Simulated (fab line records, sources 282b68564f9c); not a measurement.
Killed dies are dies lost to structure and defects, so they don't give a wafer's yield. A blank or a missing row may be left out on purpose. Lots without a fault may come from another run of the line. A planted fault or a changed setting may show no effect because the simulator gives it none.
Which tool did it? | flow rit_cmos | 14 lots, 42 wafers sampled, at 5 steps of a route of 202

WHAT THE GAUGES READ, wafer by wafer
RIT_PRETRO_OVL_MEAS_06. Usual: PRETRO_OVL -0.8 nm, standard deviation 1.4.
lot  | measured    | on         | PRETRO_OVL (nm) | flag
L487 | day 2 08:47 | overlay-02 | -0.1 -1.8 -3.6  |
L488 | day 2 13:20 | overlay-02 | 1.2 -0.5 -1.7   |
L490 | day 2 23:41 | overlay-02 | 1.5 -1.0 -1.4   |
L491 | day 3 04:29 | overlay-01 | -1.8 -2.8 -1.5  |
L493 | day 3 14:18 | overlay-01 | 1.1 -3.0 -1.7   |
L494 | day 3 18:46 | overlay-01 | -3.1 -1.7 -2.4  |
L496 | day 4 08:49 | overlay-02 | 2.8 0.2 0.5     |
L498 | day 4 14:32 | overlay-02 | -0.4 1.8 1.0    |
L499 | day 4 20:10 | overlay-01 | -2.1 -2.0 -1.8  |
L500 | day 5 01:14 | overlay-01 | -1.1 -1.1 -2.0  |
L501 | day 5 06:17 | overlay-02 | 2.0 0.5 0.7     |
L504 | day 5 21:37 | overlay-02 | -1.6 -1.4 1.3   |
L506 | day 6 07:52 | overlay-01 | -2.7 -0.9 -2.8  |
L510 | day 7 04:20 | overlay-02 | 2.0 0.5 0.0     |

RIT_PSD_OVL_MEAS_06. Usual: PSD_OVL -1.3 nm, standard deviation 1.6.
lot  | measured    | on         | PSD_OVL (nm)      | flag
L487 | day 3 04:49 | overlay-02 | -2.1 -2.9 -2.0    |
L488 | day 3 07:18 | overlay-01 | -2.9 -3.0 -5.2    |
L490 | day 3 19:40 | overlay-02 | -1.8 -2.0 0.4     |
L491 | day 3 23:24 | overlay-02 | -3.1 -6.4 -2.5    |
L493 | day 4 07:48 | overlay-01 | -3.5 -2.6 -2.3    |
L494 | day 4 11:50 | overlay-01 | -2.5 -1.5 0.0     |
L496 | day 5 04:29 | overlay-01 | -2.7 -2.1 -2.3    |
L498 | day 5 09:33 | overlay-02 | 1.4 1.0 -0.2      |
L499 | day 5 17:08 | overlay-02 | 1.5 1.3 0.4       |
L500 | day 5 21:11 | overlay-01 | -1.1 -2.0 -3.1    |
L501 | day 6 03:30 | overlay-02 | -2.0 -0.8 -1.6    |
L504 | day 6 15:31 | overlay-01 | 128.7 128.2 128.0 | OFF
L506 | day 7 01:58 | overlay-02 | 0.4 -0.5 1.7      |
L510 | day 8 01:43 | overlay-02 | 127.9 126.4 129.5 | OFF

WHICH TOOL RAN EACH LOT (tool, then ch and the chambers of the sampled wafers, then the start)
lot  | RIT_ACTIVE_STRIP_14                 | RIT_PLDD_STRIP_09                   | RIT_PSD_EXPOSE_03
L487 | plasma_asher-04 ch 0,1, day 1 15:42 | plasma_asher-03 ch 0,1, day 2 23:31 | iline_stepper-02 ch 0, day 3 04:25
L488 | plasma_asher-04 ch 0,1, day 1 20:01 | plasma_asher-01 ch 1, day 3 01:57   | iline_stepper-02 ch 0, day 3 06:54
L490 | plasma_asher-02 ch 0,1, day 2 05:58 | plasma_asher-03 ch 0,1, day 3 12:29 | iline_stepper-02 ch 0, day 3 19:16
L491 | plasma_asher-04 ch 0,1, day 2 10:50 | plasma_asher-03 ch 0,1, day 3 18:07 | iline_stepper-02 ch 0, day 3 22:56
L493 | plasma_asher-04 ch 0,1, day 2 21:03 | plasma_asher-01 ch 0,1, day 4 02:35 | iline_stepper-02 ch 0, day 4 07:24
L494 | plasma_asher-02 ch 0,1, day 3 02:46 | plasma_asher-01 ch 0,1, day 4 06:41 | iline_stepper-02 ch 0, day 4 11:26
L496 | plasma_asher-02 ch 0,1, day 3 12:46 | plasma_asher-04 ch 0,1, day 4 22:07 | iline_stepper-01 ch 0, day 5 04:05
L498 | plasma_asher-01 ch 1, day 3 22:23   | plasma_asher-03 ch 0,1, day 5 03:28 | iline_stepper-01 ch 0, day 5 09:10
L499 | plasma_asher-04 ch 0,1, day 4 03:10 | plasma_asher-01 ch 0,1, day 5 12:00 | iline_stepper-01 ch 0, day 5 16:44
L500 | plasma_asher-04 ch 0,1, day 4 08:23 | plasma_asher-01 ch 0,1, day 5 14:52 | iline_stepper-02 ch 0, day 5 20:48
L501 | plasma_asher-02 ch 0,1, day 4 13:08 | plasma_asher-04 ch 0,1, day 5 22:31 | iline_stepper-02 ch 0, day 6 03:08
L504 | plasma_asher-02 ch 0,1, day 5 04:25 | plasma_asher-03 ch 0,1, day 6 10:22 | iline_stepper-02 ch 0, day 6 15:07
L506 | plasma_asher-01 ch 0,1, day 5 14:06 | plasma_asher-01 ch 0,1, day 6 20:26 | iline_stepper-01 ch 0, day 7 01:37
L510 | plasma_asher-01 ch 0,1, day 6 10:08 | plasma_asher-04 ch 0, day 7 20:20   | iline_stepper-02 ch 0, day 8 01:18
- RIT_ACTIVE_STRIP_14: strips in O2, time 180 s.
- RIT_PLDD_STRIP_09: strips in O2, time 180 s.
- RIT_PSD_EXPOSE_03: exposes mask M10, target cd 40900 nm.

WHAT THE TOOLS THEMSELVES READ (means of the sampled wafers that have a number; where no wafer has one, the mark that the record gives instead)
RIT_ACTIVE_STRIP_14. Usual: drypump_motor_current_A 5.7 A, standard deviation 0.46.
lot  | tool            | drypump_motor_current_A (A) | flag
L487 | plasma_asher-04 | 5.8                         |
L488 | plasma_asher-04 | 5.8                         |
L490 | plasma_asher-02 | 5.9                         |
L491 | plasma_asher-04 | 5.8                         |
L493 | plasma_asher-04 | 5.5                         |
L494 | plasma_asher-02 | 5.6                         |
L496 | plasma_asher-02 | 5.6                         |
L498 | plasma_asher-01 | 5.1                         |
L499 | plasma_asher-04 | 5.5                         |
L500 | plasma_asher-04 | 5.8                         |
L501 | plasma_asher-02 | 5.9                         |
L504 | plasma_asher-02 | 5.9                         |
L506 | plasma_asher-01 | 5.4                         |
L510 | plasma_asher-01 | 5.4                         |

RIT_PLDD_STRIP_09. Usual: drypump_motor_current_A 5.5 A, standard deviation 0.42.
lot  | tool            | drypump_motor_current_A (A) | flag
L487 | plasma_asher-03 | 5.3                         |
L488 | plasma_asher-01 | 5.1                         |
L490 | plasma_asher-03 | 5.3                         |
L491 | plasma_asher-03 | 5.2                         |
L493 | plasma_asher-01 | 5.8                         |
L494 | plasma_asher-01 | 5.8                         |
L496 | plasma_asher-04 | 5.5                         |
L498 | plasma_asher-03 | 5.3                         |
L499 | plasma_asher-01 | 5.4                         |
L500 | plasma_asher-01 | 5.4                         |
L501 | plasma_asher-04 | 5.8                         |
L504 | plasma_asher-03 | 5.3                         |
L506 | plasma_asher-01 | 5.8                         |
L510 | plasma_asher-04 | 5.3                         |

RIT_PSD_EXPOSE_03. Usual: exposure_dose_mJ_cm2 249.98, standard deviation 0.26.
lot  | tool             | exposure_dose_mJ_cm2 | flag
L487 | iline_stepper-02 | 250.27               |
L488 | iline_stepper-02 | 249.99               |
L490 | iline_stepper-02 | 250.07               |
L491 | iline_stepper-02 | 249.76               |
L493 | iline_stepper-02 | 250.14               |
L494 | iline_stepper-02 | 249.78               |
L496 | iline_stepper-01 | 249.82               |
L498 | iline_stepper-01 | 249.59               |
L499 | iline_stepper-01 | 250.15               |
L500 | iline_stepper-02 | 250.01               |
L501 | iline_stepper-02 | 250.10               |
L504 | iline_stepper-02 | 249.82               |
L506 | iline_stepper-01 | 250.04               |
L510 | iline_stepper-02 | 250.09               |

THE ANSWER, worked out from the rows above alone
Rule: a lot is off if the mean of its wafers that have a number lies more than 3 standard deviations from the usual mean. A lot without any number at a reading at which 4 lots or more have one is off too. The other lots that the step has rows for count as sound. The gauges are gone through in route order, then the tools' own readings, and for those a lot's mean is taken as printed above. The first step at which some lot is off is used, and at that step the reading that is off furthest; a lot without a number counts as furthest.
Off: L504, L510, at RIT_PSD_OVL_MEAS_06 (PSD_OVL).
A tool fits if, at a process step before that reading, it ran every lot that is off, and no sound lot after the first of them. The gauges at RIT_PSD_OVL_MEAS_06 are tried like those tools. One fits: iline_stepper-02 at RIT_PSD_EXPOSE_03. Its last sound lot is L501 (day 6 03:08), its first lot that is off L504 (day 6 15:07): a fault that began between those two fits.

WHAT THE SIMULATOR HAD PUT IN
Scanner matching overlay: iline_stepper-02, from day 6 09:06 on, at RIT_PSD_EXPOSE_03. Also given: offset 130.
Lots struck among those shown: L504, L510. The rule above found the same.
